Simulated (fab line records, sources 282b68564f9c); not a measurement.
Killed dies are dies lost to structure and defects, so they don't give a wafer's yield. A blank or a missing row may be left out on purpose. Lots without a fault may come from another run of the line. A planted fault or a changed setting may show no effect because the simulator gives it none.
Which tool did it? | flow rit_cmos | 14 lots, 42 wafers sampled, at 1 step of a route of 202

WHAT THE GAUGES READ, wafer by wafer
The record holds no reading of a measuring or inspecting step that can be judged against a usual standard deviation.

WHICH TOOL RAN EACH LOT (tool, then ch and the chambers of the sampled wafers, then the start)
lot  | RIT_PWELL_HARDBAKE_07
L771 | litho_track-02 ch 0, day 1 23:22
L773 | litho_track-02 ch 0, day 2 08:53
L774 | litho_track-04 ch 0, day 2 14:52
L775 | litho_track-02 ch 0, day 2 19:09
L776 | litho_track-03 ch 0, day 3 02:10
L778 | litho_track-03 ch 0, day 3 12:12
L780 | litho_track-03 ch 0, day 3 21:14
L785 | litho_track-02 ch 0, day 4 23:31
L788 | litho_track-02 ch 0, day 5 13:02
L789 | litho_track-02 ch 0, day 5 17:44
L790 | litho_track-04 ch 0, day 5 22:52
L792 | litho_track-04 ch 0, day 6 07:29
L793 | litho_track-03 ch 0, day 6 13:41
L794 | litho_track-04 ch 0, day 6 17:27
- RIT_PWELL_HARDBAKE_07: time 120 s.

WHAT THE TOOLS THEMSELVES READ (means of the sampled wafers that have a number; where no wafer has one, the mark that the record gives instead)
RIT_PWELL_HARDBAKE_07. Usual: heater_power_total_W 52.03 W, standard deviation 0.069; plate_temp_C 139.98 C, standard deviation 0.15.
lot  | tool           | heater_power_total_W (W) | plate_temp_C (C) | flag
L771 | litho_track-02 | 51.96                    | 139.89           |
L773 | litho_track-02 | 52.03                    | 139.85           |
L774 | litho_track-04 | 51.94                    | 139.90           |
L775 | litho_track-02 | 52.05                    | 139.89           |
L776 | litho_track-03 | 51.99                    | 139.98           |
L778 | litho_track-03 | 49.29                    | 134.25           | OFF
L780 | litho_track-03 | 49.24                    | 134.19           | OFF
L785 | litho_track-02 | 52.08                    | 139.95           |
L788 | litho_track-02 | 52.00                    | 139.87           |
L789 | litho_track-02 | 52.05                    | 139.97           |
L790 | litho_track-04 | 51.99                    | 139.98           |
L792 | litho_track-04 | 52.02                    | 140.03           |
L793 | litho_track-03 | 52.07                    | 140.00           |
L794 | litho_track-04 | 52.02                    | 140.00           |

THE ANSWER, worked out from the rows above alone
Rule: a lot is off if the mean of its wafers that have a number lies more than 3 standard deviations from the usual mean. A lot without any number at a reading at which 4 lots or more have one is off too. The other lots that the step has rows for count as sound. The gauges are gone through in route order, then the tools' own readings, and for those a lot's mean is taken as printed above. The first step at which some lot is off is used, and at that step the reading that is off furthest; a lot without a number counts as furthest.
Off: L778, L780, at RIT_PWELL_HARDBAKE_07 (heater_power_total_W).
A tool fits if, at that step or a process step before it, it ran every lot that is off, and no sound lot after the first of them. None of those tried fits.

WHAT THE SIMULATOR HAD PUT IN
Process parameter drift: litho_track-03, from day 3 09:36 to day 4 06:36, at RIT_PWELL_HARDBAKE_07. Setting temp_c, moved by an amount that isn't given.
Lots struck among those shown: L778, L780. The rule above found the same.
